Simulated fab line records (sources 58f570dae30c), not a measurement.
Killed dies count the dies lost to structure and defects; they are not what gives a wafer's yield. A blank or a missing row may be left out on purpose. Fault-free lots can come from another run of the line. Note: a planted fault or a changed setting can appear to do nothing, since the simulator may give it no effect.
fab line records	flow berkeley-cmos170	part 1 of 2: steps 1 to 41 of 44
record lots=7	wafers=21	last-day=11
route steps=331 shown NLDD@161 SPACER@171 PSD@175 NSD@187 BACKSIDE@199 PLDD@208 M3@331
lots that met no fault: from a run of the same line without faults
start-h: the number of hours between the record's first day and the start of the first shown wafer of the lot	wait-h: time in hours since the lot's previous step	" identical to the entry in the row above	L1.1+2: several wafers, shown together as one row	- value missing, or start not given	* or withheld: withheld	< > ~ a bound
route shown NAME@n: NAME is a module with steps in the file, n the number in the route of the first one	usual: average and standard deviation across the fault-free wafers	same: alike in all rows	chamber/n: place in a boat	sites: per-site readings	_std_site: how widely they spread, as a standard deviation	_edge_site: the outer-site mean with the inner-site mean subtracted	radius-mm: for every site, how far away it sits from the centre of the wafer	mask NAME#n: copy n	behind: tool/chamber where the wafer was last shaped	hold: why the lot went on hold/how many hours it stayed there/how the hold came to an end	device: which transistor (n, p or np) failed to switch	end of line: the tests these same wafers got at the end of their route	where a step has no rows: the recipe by itself	killed: the dies lost at the first sort to structure and to defects; this is not the yield of the wafer	map: a wafer's dies, marking killed ones x, the rest . and places with no die _
set.NAME: the setting that was run; set.NAME@STEP: the one run at that earlier step	model.NAME: the simulator's own value behind a step, which no gauge read
lots seen at some steps along the route; tables by step, rows by wafer
services: a tool's chamber out of use, with start hour (start-h, from the record's first day; less than 0 if before it), hours out, and reason
## steps
# step UCB170_NLDD_EXPOSE_03
# recipe mask-id=NSELECT	na=0.5	sigma-outer=0.6	source-shape=conventional	target-cd-nm=1200	dose-mj=30
# step UCB170_NLDD_PEB_04
# recipe peb-temp-c=130	peb-time-s=withheld	resist=KrF
# step UCB170_NLDD_DEVELOP_05
# recipe developer=TMAH	develop-time-s=45	resist=KrF	dev-temp-c=21
# step UCB170_NLDD_CD_MEAS_06
# recipe target-cd-nm=1200
# usual cd-nm=1200.1/1.1
lot.wafer	tool	chamber	start-h	wait-h	cd-nm
L597.3	cd-sem-01	-	152.17	-	1199.5
L597.4	"	-	"	"	1200.3
L597.6	"	-	"	"	1200.3
L598.4	cd-sem-02	-	152.43	-	1202.2
L598.5	"	-	"	"	1201.0
L598.6	"	-	"	"	1201.4
L609.1	cd-sem-02	-	205.73	-	1201.1
L609.2	"	-	"	"	1200.7
L609.6	"	-	"	"	1200.4
L612.2	cd-sem-01	-	219.05	-	1199.6
L612.3	"	-	"	"	1200.4
L612.4	"	-	"	"	1200.6
L611.2	cd-sem-02	-	219.36	-	1199.0
L611.3	"	-	"	"	1200.8
L611.6	"	-	"	"	1199.1
L613.1	cd-sem-01	-	219.62	-	1201.0
L613.5	"	-	"	"	1200.9
L613.6	"	-	"	"	1200.9
L616.1	cd-sem-01	-	230.04	-	1199.1
L616.2	"	-	"	"	1200.4
L616.4	"	-	"	"	1199.3
# step UCB170_NLDD_OVL_MEAS_07
# usual NLDD_OVL=5/4.9
lot.wafer	tool	chamber	start-h	wait-h	NLDD_OVL[nm]
L597.3	overlay-01	-	152.26	0.1	-1
L597.4	"	-	"	"	-3
L597.6	"	-	"	"	3
L598.4	overlay-01	-	152.51	0.1	2
L598.5	"	-	"	"	7
L598.6	"	-	"	"	9
L609.1	overlay-01	-	205.85	0.1	2
L609.2	"	-	"	"	9
L609.6	"	-	"	"	0
L612.2	overlay-02	-	219.15	0.1	15
L612.3	"	-	"	"	9
L612.4	"	-	"	"	11
L611.2	overlay-01	-	219.47	0.1	10
L611.3	"	-	"	"	3
L611.6	"	-	"	"	6
L613.1	overlay-02	-	219.74	0.1	0
L613.5	"	-	"	"	6
L613.6	"	-	"	"	9
L616.1	overlay-02	-	230.16	0.1	11
L616.2	"	-	"	"	8
L616.4	"	-	"	"	3
# step UCB170_NLDD_IMPLANT_08
# recipe species=As	dose-cm2=5e+13	energy-kev=30	tilt-deg=7	rotation-deg=0
# step UCB170_NLDD_IMPLANT_09
# recipe species=As	dose-cm2=5e+13	energy-kev=30	tilt-deg=7	rotation-deg=180
# step UCB170_NLDD_STRIP_10
# recipe chemistry=O2	power-w=400	pressure-mtorr=3500	platen-temp-c=withheld	o2-flow-sccm=400	overash-fraction=0.5
# step UCB170_NLDD_TW_MEAS_11
# usual NLDD_TW=2232/19
lot.wafer	tool	chamber	start-h	wait-h	NLDD_TW
L597.3	film-metro-01	-	152.71	0.1	2235
L597.4	"	-	"	"	2225
L597.6	"	-	"	"	2235
L598.4	film-metro-04	-	152.96	0.1	2205
L598.5	"	-	"	"	2219
L598.6	"	-	"	"	2200
L609.1	film-metro-01	-	206.29	0.1	2218
L609.2	"	-	"	"	2238
L609.6	"	-	"	"	2243
L612.2	film-metro-01	-	219.59	0.1	2234
L612.3	"	-	"	"	2235
L612.4	"	-	"	"	2227
L611.2	film-metro-01	-	219.91	0.1	2231
L611.3	"	-	"	"	2232
L611.6	"	-	"	"	2228
L613.1	film-metro-03	-	220.17	0.1	2257
L613.5	"	-	"	"	2265
L613.6	"	-	"	"	2260
L616.1	film-metro-04	-	230.60	0.1	2220
L616.2	"	-	"	"	2214
L616.4	"	-	"	"	2207
# step UCB170_NLDD_CLEAN_12
# recipe chemistry=SPM	temp-c=120	time-s=600
# step UCB170_SPACER_CVD_00
# recipe material=SiO2	target-thk-nm=376	temp-c=390	precursor=TEOS/O2	time-s=47	rf-w=550	pressure-mtorr=9000
# usual heater-power-w=268/62	pressure-mtorr=9002/19
lot.wafer	tool	chamber	start-h	wait-h	heater-power-w	pressure-mtorr
L597.3	pecvd-01	1	152.94	0.0	284	9003
L597.4	"	1	"	"	303	9018
L597.6	"	0	"	"	299	8989
L598.4	pecvd-03	1	153.19	0.0	238	9005
L598.5	"	2	"	"	314	9026
L598.6	"	0	"	"	98	8985
L609.1	pecvd-01	0	206.52	0.0	348	8987
L609.2	"	1	"	"	349	9014
L609.6	"	1	"	"	360	9022
L612.2	pecvd-01	2	219.95	0.0	238	8970
L612.3	"	0	"	"	252	9009
L612.4	"	0	"	"	281	9033
L611.2	pecvd-03	0	220.15	0.0	137	9006
L611.3	"	2	"	"	238	8992
L611.6	"	0	"	"	150	8989
L613.1	pecvd-02	2	220.42	0.0	270	9006
L613.5	"	0	"	"	256	8989
L613.6	"	2	"	"	285	8994
L616.1	pecvd-02	0	231.88	0.0	277	8991
L616.2	"	1	"	"	354	9008
L616.4	"	0	"	"	282	8997
# step UCB170_SPACER_THK_MEAS_01
# recipe reads=SiO2_of_SPACER_CVD_00
# usual SPACER_TEOS_THK=379/4.9
lot.wafer	tool	chamber	start-h	wait-h	SPACER_TEOS_THK[nm]
L597.3	film-metro-01	-	153.00	0.0	371
L597.4	"	-	"	"	376
L597.6	"	-	"	"	378
L598.4	film-metro-04	-	153.24	0.0	385
L598.5	"	-	"	"	384
L598.6	"	-	"	"	384
L609.1	film-metro-04	-	206.56	0.0	377
L609.2	"	-	"	"	375
L609.6	"	-	"	"	373
L612.2	film-metro-02	-	220.01	0.0	380
L612.3	"	-	"	"	376
L612.4	"	-	"	"	379
L611.2	film-metro-01	-	220.22	0.1	374
L611.3	"	-	"	"	381
L611.6	"	-	"	"	382
L613.1	film-metro-02	-	220.47	0.0	374
L613.5	"	-	"	"	377
L613.6	"	-	"	"	383
L616.1	film-metro-02	-	231.92	0.0	371
L616.2	"	-	"	"	378
L616.4	"	-	"	"	375
# step UCB170_SPACER_ANNEAL_02
# recipe temp-c=900	time-s=1800	ambient=N2
# usual spike-tc-centre-C=902.3/1.7	spike-tc-load-C=925.7/1.1	tube-center-temp-C=900.01/0.08	tube_center_temp_C_max=902.3/0.38
lot.wafer	tool	chamber	start-h	wait-h	spike-tc-centre-C	spike-tc-load-C	tube-center-temp-C	tube_center_temp_C_max
L597.3	furnace-03	0	156.16	3.1	899.4	926.4	900.13	902.2
L597.4	"	0	"	"	900.7	927.0	899.99	902.0
L597.6	"	0	"	"	901.6	926.8	899.9	902.0
L598.4	furnace-03	0	156.16	2.9	903.3	925.5	899.92	902.3
L598.5	"	0	"	"	901.2	927.3	899.93	902.1
L598.6	"	0	"	"	900.2	927.5	900.04	901.9
L609.1	furnace-04	0	208.40	1.8	899.1	925.5	899.86	901.9
L609.2	"	0	"	"	901.6	925.0	900.02	902.4
L609.6	"	0	"	"	900.5	925.5	899.97	902.3
L611.2	furnace-04	0	222.18	1.9	907.5	934.3	907.61	909.8
L611.3	"	0	"	"	908.5	934.3	907.68	910.0
L611.6	"	0	"	"	909.5	932.0	907.76	910.1
L612.2	furnace-04	0	222.18	2.2	906.9	931.7	907.76	910.0
L612.3	"	0	"	"	907.9	933.7	907.73	909.8
L612.4	"	0	"	"	909.0	934.0	907.59	909.8
L613.1	furnace-04	0	222.18	1.7	908.6	933.1	907.59	909.7
L613.5	"	0	"	"	907.9	934.4	907.83	910.1
L613.6	"	0	"	"	909.6	932.3	907.72	909.6
L616.1	furnace-01	0	232.09	0.2	903.8	924.5	899.9	902.6
L616.2	"	0	"	"	900.9	925.7	900.04	902.6
L616.4	"	0	"	"	903.4	926.7	899.94	902.4
# step UCB170_SPACER_ETCHBACK_03
# recipe stop-on=Si	target=SiO2	chemistry=CHF3/CF4/Ar	CHF3_flow_sccm=50	cf4-flow-sccm=10	Ar_flow_sccm=120	pressure-mtorr=200	rf-w=500	target-depth-a=3760	time-s=100
# usual drypump-motor-current-A=5.8/0.58	oes-product-au=0.905/0.013	throttle-valve-pct=6.43/0.13
lot.wafer	tool	chamber	start-h	wait-h	drypump-motor-current-A	oes-product-au	rf-hours-counter-h	throttle-valve-pct
L597.3	rie-diel-03	3	157.66	0.0	6.1	0.882	115	6.50
L597.4	"	2	"	"	6.1	0.885	7	6.66
L597.6	"	2	"	"	6.1	0.894	-	6.65
L598.4	rie-diel-01	2	157.66	0.0	6.6	0.914	56	6.19
L598.5	"	0	"	"	5.4	0.928	-	6.40
L598.6	"	3	"	"	4.7	0.926	-	6.55
L609.1	rie-diel-01	3	209.90	0.0	4.7	0.917	129	6.55
L609.2	"	2	"	"	6.6	0.897	59	6.21
L609.6	"	0	"	"	5.4	0.906	-	6.41
L611.2	rie-diel-02	2	223.68	0.0	6.6	0.889	75	6.43
L611.3	"	0	"	"	5.9	0.920	103	6.52
L611.6	"	0	"	"	5.9	0.925	-	6.52
L612.2	rie-diel-03	1	223.68	0.0	6.0	0.906	63	6.37
L612.3	"	3	"	"	6.1	0.897	118	6.49
L612.4	"	0	"	"	6.3	0.903	23	6.27
L613.1	rie-diel-01	3	223.68	0.0	4.7	0.904	130	6.56
L613.5	"	3	"	"	4.7	0.913	-	6.56
L613.6	"	0	"	"	5.4	0.929	-	6.40
L616.1	rie-diel-01	2	233.59	0.0	6.6	0.887	60	6.17
L616.2	"	3	"	"	4.7	0.916	130	6.56
L616.4	"	1	"	"	5.9	0.899	15	6.45
# step UCB170_PSD_HMDS_00
# recipe prime-time-s=60	prime-temp-c=100
# step UCB170_PSD_COAT_01
# recipe resist=KrF	spin-rpm=1500	resist-thk-nm=900
# step UCB170_PSD_SOFTBAKE_02
# recipe resist=KrF	temp-c=130	time-s=60
# step UCB170_PSD_EXPOSE_03
# recipe mask-id=PSELECT_MOD	na=0.5	sigma-outer=0.6	source-shape=conventional	target-cd-nm=1200	dose-mj=30
# step UCB170_PSD_PEB_04
# recipe peb-temp-c=130	peb-time-s=withheld	resist=KrF
# step UCB170_PSD_DEVELOP_05
# recipe developer=TMAH	develop-time-s=45	resist=KrF	dev-temp-c=21
# step UCB170_PSD_CD_MEAS_06
# recipe target-cd-nm=1200
# usual cd-nm=1200.2/1.9
lot.wafer	tool	chamber	start-h	wait-h	cd-nm
L597.3	cd-sem-02	-	158.79	-	1201.0
L597.4	"	-	"	"	1199.9
L597.6	"	-	"	"	1200.1
L598.4	cd-sem-02	-	159.53	-	1199.4
L598.5	"	-	"	"	1197.7
L598.6	"	-	"	"	1198.1
L609.1	cd-sem-02	-	210.81	-	1199.9
L609.2	"	-	"	"	1199.8
L609.6	"	-	"	"	1199.3
L612.2	cd-sem-02	-	226.00	-	1201.9
L612.3	"	-	"	"	1201.4
L612.4	"	-	"	"	1203.1
L613.1	cd-sem-02	-	226.24	-	1197.8
L613.5	"	-	"	"	1199.0
L613.6	"	-	"	"	1197.8
L611.2	cd-sem-01	-	226.49	-	1201.8
L611.3	"	-	"	"	1202.3
L611.6	"	-	"	"	1200.9
L616.1	cd-sem-02	-	235.50	-	1197.4
L616.2	"	-	"	"	1196.5
L616.4	"	-	"	"	1198.0
# step UCB170_PSD_OVL_MEAS_07
# usual PSD_OVL=-2/5.2
lot.wafer	tool	chamber	start-h	wait-h	PSD_OVL[nm]
L597.3	overlay-02	-	158.88	0.1	6
L597.4	"	-	"	"	-6
L597.6	"	-	"	"	-8
L598.4	overlay-01	-	159.61	0.1	-2
L598.5	"	-	"	"	-6
L598.6	"	-	"	"	0
L609.1	overlay-01	-	210.93	0.1	0
L609.2	"	-	"	"	-5
L609.6	"	-	"	"	-3
L612.2	overlay-01	-	226.10	0.1	-14
L612.3	"	-	"	"	-8
L612.4	"	-	"	"	-6
L613.1	overlay-01	-	226.36	0.1	-6
L613.5	"	-	"	"	2
L613.6	"	-	"	"	-8
L611.2	overlay-01	-	226.60	0.1	-4
L611.3	"	-	"	"	-6
L611.6	"	-	"	"	-1
L616.1	overlay-01	-	235.62	0.1	1
L616.2	"	-	"	"	3
L616.4	"	-	"	"	-8
# step UCB170_PSD_IMPLANT_08
# recipe species=B	dose-cm2=3e+15	energy-kev=20	tilt-deg=7
# step UCB170_PSD_STRIP_09
# recipe chemistry=O2	power-w=400	pressure-mtorr=3500	platen-temp-c=withheld	o2-flow-sccm=400	overash-fraction=0.5
# usual drypump-motor-current-A=5.88/0.18	oes-product-au=0.601/0.0046	strip-time-to-endpoint-s=29.40/0.076
lot.wafer	tool	chamber	start-h	wait-h	drypump-motor-current-A	oes-product-au	rf-hours-counter-h	strip-time-to-endpoint-s
L597.3	plasma-asher-04	0	159.08	0.1	6.08	0.592	-	29.36
L597.4	"	1	"	"	5.84	0.608	-	29.29
L597.6	"	0	"	"	6.07	0.599	-	29.27
L598.4	plasma-asher-04	0	159.81	0.1	6.05	0.604	-	29.39
L598.5	"	1	"	"	5.84	0.605	-	29.32
L598.6	"	0	"	"	6.08	0.606	-	29.38
L609.1	plasma-asher-04	1	211.12	0.1	5.85	0.604	53	29.38
L609.2	"	0	"	"	6.05	0.606	53	29.43
L609.6	"	0	"	"	6.05	0.595	-	29.47
L612.2	plasma-asher-04	0	226.28	0.1	6.03	0.597	55	29.42
L612.3	"	1	"	"	5.82	0.599	-	29.41
L612.4	"	0	"	"	6.05	0.609	-	29.33
L613.1	plasma-asher-01	1	226.54	0.1	5.57	0.605	12	29.48
L613.5	"	1	"	"	5.57	0.601	-	29.53
L613.6	"	0	"	"	5.88	0.609	-	29.51
L611.2	plasma-asher-04	0	226.78	0.1	6.05	0.603	55	29.48
L611.3	"	0	"	"	6.07	0.609	-	29.53
L611.6	"	1	"	"	5.82	0.599	-	29.53
L616.1	plasma-asher-04	1	235.80	0.1	5.85	0.603	56	29.42
L616.2	"	0	"	"	6.06	0.612	56	29.46
L616.4	"	1	"	"	5.84	0.601	-	29.47
# step UCB170_PSD_TW_MEAS_10
# usual PSD_TW=2351/21
lot.wafer	tool	chamber	start-h	wait-h	PSD_TW
L597.3	film-metro-03	-	159.17	0.1	2363
L597.4	"	-	"	"	2361
L597.6	"	-	"	"	2371
L598.4	film-metro-04	-	159.91	0.1	2330
L598.5	"	-	"	"	2320
L598.6	"	-	"	"	2311
L609.1	film-metro-04	-	211.22	0.1	2327
L609.2	"	-	"	"	2324
L609.6	"	-	"	"	2330
L612.2	film-metro-03	-	226.39	0.1	2379
L612.3	"	-	"	"	2371
L612.4	"	-	"	"	2371
L613.1	film-metro-03	-	226.64	0.1	2370
L613.5	"	-	"	"	2373
L613.6	"	-	"	"	2371
L611.2	film-metro-01	-	226.89	0.1	2356
L611.3	"	-	"	"	2351
L611.6	"	-	"	"	2346
L616.1	film-metro-04	-	235.90	0.1	2329
L616.2	"	-	"	"	2319
L616.4	"	-	"	"	2329
# step UCB170_PSD_CLEAN_11
# recipe chemistry=SPM	temp-c=120	time-s=600
# step UCB170_NSD_HMDS_00
# recipe prime-time-s=60	prime-temp-c=100
# step UCB170_NSD_COAT_01
# recipe resist=KrF	spin-rpm=1500	resist-thk-nm=900
# step UCB170_NSD_SOFTBAKE_02
# recipe resist=KrF	temp-c=130	time-s=60
# step UCB170_NSD_EXPOSE_03
# recipe mask-id=NSELECT_MOD	na=0.5	sigma-outer=0.6	source-shape=conventional	target-cd-nm=1200	dose-mj=30
# step UCB170_NSD_PEB_04
# recipe peb-temp-c=130	peb-time-s=withheld	resist=KrF
# step UCB170_NSD_DEVELOP_05
# recipe developer=TMAH	develop-time-s=45	resist=KrF	dev-temp-c=21
# step UCB170_NSD_CD_MEAS_06
# recipe target-cd-nm=1200
# usual cd-nm=1199.8/1.4
lot.wafer	tool	chamber	start-h	wait-h	cd-nm
L597.3	cd-sem-02	-	163.60	-	1200.2
L597.4	"	-	"	"	1199.4
L597.6	"	-	"	"	1200.5
L598.4	cd-sem-01	-	164.10	-	1200.5
L598.5	"	-	"	"	1200.9
L598.6	"	-	"	"	1201.6
L609.1	cd-sem-02	-	214.48	-	1196.6
L609.2	"	-	"	"	1195.8
L609.6	"	-	"	"	1196.1
L612.2	cd-sem-02	-	229.23	-	1201.0
L612.3	"	-	"	"	1202.0
L612.4	"	-	"	"	1201.5
L611.2	cd-sem-01	-	229.39	-	1199.9
L611.3	"	-	"	"	1199.5
L611.6	"	-	"	"	1198.2
L613.1	cd-sem-01	-	229.92	-	1200.4
L613.5	"	-	"	"	1200.3
L613.6	"	-	"	"	1200.0
L616.1	cd-sem-01	-	238.30	-	1196.7
L616.2	"	-	"	"	1199.4
L616.4	"	-	"	"	1199.7
# step UCB170_NSD_OVL_MEAS_07
# usual NSD_OVL=-3/5.4
lot.wafer	tool	chamber	start-h	wait-h	NSD_OVL[nm]
L597.3	overlay-02	-	163.69	0.1	-2
L597.4	"	-	"	"	4
L597.6	"	-	"	"	3
L598.4	overlay-01	-	164.18	0.1	4
L598.5	"	-	"	"	-2
L598.6	"	-	"	"	2
L609.1	overlay-01	-	214.60	0.1	-6
L609.2	"	-	"	"	-4
L609.6	"	-	"	"	2
L612.2	overlay-01	-	229.34	0.1	1
L612.3	"	-	"	"	0
L612.4	"	-	"	"	-3
L611.2	overlay-01	-	229.50	0.1	-1
L611.3	"	-	"	"	-10
L611.6	"	-	"	"	-4
L613.1	overlay-02	-	230.04	0.1	-3
L613.5	"	-	"	"	-5
L613.6	"	-	"	"	-1
L616.1	overlay-02	-	238.42	0.1	-6
L616.2	"	-	"	"	2
L616.4	"	-	"	"	3
# step UCB170_NSD_IMPLANT_08
# recipe species=P	dose-cm2=3e+15	energy-kev=40	tilt-deg=7
# step UCB170_NSD_STRIP_09
# recipe chemistry=O2	power-w=400	pressure-mtorr=3500	platen-temp-c=withheld	o2-flow-sccm=400	overash-fraction=0.5
# usual drypump-motor-current-A=5.6/0.36	oes-product-au=0.534/0.0045	strip-time-to-endpoint-s=35.84/0.073
lot.wafer	tool	chamber	start-h	wait-h	drypump-motor-current-A	oes-product-au	rf-hours-counter-h	strip-time-to-endpoint-s
L597.3	plasma-asher-02	0	163.90	0.1	5.3	0.533	-	35.90
L597.4	"	1	"	"	5.3	0.533	-	35.97
L597.6	"	1	"	"	5.2	0.540	-	35.94
L598.4	plasma-asher-03	0	164.38	0.1	6.1	0.535	-	35.70
L598.5	"	1	"	"	5.7	0.528	-	35.73
L598.6	"	0	"	"	6.1	0.533	-	35.78
L609.1	plasma-asher-03	1	214.78	0.1	5.7	0.530	44	35.83
L609.2	"	0	"	"	6.1	0.537	44	35.84
L609.6	"	1	"	"	5.6	0.528	-	35.93
L612.2	plasma-asher-02	0	229.52	0.1	5.3	0.533	53	35.84
L612.3	"	0	"	"	5.3	0.544	-	35.89
L612.4	"	1	"	"	5.2	0.534	-	35.92
L611.2	plasma-asher-03	0	229.68	0.1	6.2	0.533	45	35.82
L611.3	"	1	"	"	5.7	0.537	-	35.76
L611.6	"	0	"	"	6.2	0.530	-	35.82
L613.1	plasma-asher-03	0	230.23	0.1	6.1	0.532	45	35.81
L613.5	"	0	"	"	6.1	0.528	-	35.77
L613.6	"	1	"	"	5.7	0.530	-	35.70
L616.1	plasma-asher-02	0	238.60	0.1	5.3	0.542	54	35.83
L616.2	"	1	"	"	5.3	0.531	54	35.84
L616.4	"	1	"	"	5.2	0.542	-	35.84
# step UCB170_NSD_TW_MEAS_10
# usual NSD_TW=4217/34
lot.wafer	tool	chamber	start-h	wait-h	NSD_TW
L597.3	film-metro-01	-	163.98	0.1	4232
L597.4	"	-	"	"	4258
L597.6	"	-	"	"	4225
L598.4	film-metro-03	-	164.48	0.1	4270
L598.5	"	-	"	"	4270
L598.6	"	-	"	"	4252
L609.1	film-metro-01	-	214.88	0.1	4219
L609.2	"	-	"	"	4240
L609.6	"	-	"	"	4229
L612.2	film-metro-04	-	229.63	0.1	4168
L612.3	"	-	"	"	4171
L612.4	"	-	"	"	4159
L611.2	film-metro-01	-	229.79	0.1	4230
L611.3	"	-	"	"	4253
L611.6	"	-	"	"	4204
L613.1	film-metro-01	-	230.33	0.1	4207
L613.5	"	-	"	"	4201
L613.6	"	-	"	"	4235
L616.1	film-metro-04	-	238.70	0.1	4202
L616.2	"	-	"	"	4194
L616.4	"	-	"	"	4194
# step UCB170_NSD_CLEAN_11
# recipe chemistry=SPM	temp-c=120	time-s=600
# step UCB170_BACKSIDE_HMDS_00
# recipe prime-time-s=60	prime-temp-c=100
# step UCB170_BACKSIDE_COAT_01
# recipe resist=KrF	spin-rpm=1500	resist-thk-nm=900
# step UCB170_BACKSIDE_SOFTBAKE_02
# recipe resist=KrF	temp-c=130	time-s=60
## key
first-sign step=UCB170_SPACER_ANNEAL_02	reading=tube-center-temp-C	direction=up	sigmas=85	usual=*	struck=*
effect step=UCB170_SPACER_ANNEAL_02	reading=tube_center_temp_C_max	direction=up	sigmas=20	usual=*	struck=*
effect step=UCB170_SDANNEAL_RS_MEAS_04	reading=PLDD_RS	direction=down	sigmas=10	usual=1031.7	struck=1003.3
model-effect step=UCB170_M3_PROBE_99	value=etest.pmos-turned.drive-ua-um	without=301.6	struck=309.8
met-at UCB170_SPACER_ANNEAL_02
struck-wafers L611.2,L611.3,L611.6,L612.2,L612.3,L612.4,L613.1,L613.5,L613.6
tester-left-out L611,L612,L613
onset-between 208.40 222.18
fault kind=process-parameter-drift	tool=furnace-04	chamber=-	onset-h=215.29	steps=UCB170_SPACER_ANNEAL_02	channel=temp-c	offset=*	shape=step	end-h=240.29	acts-in=*	stated=*
# tester-left-out: of these lots the tester's yield and bins aren't shown, on N5 and GAA mostly nor the transistor test; their killed dies are dies lost to structure and defects alone, not to doping, threshold or leakage, so they don't give the yield
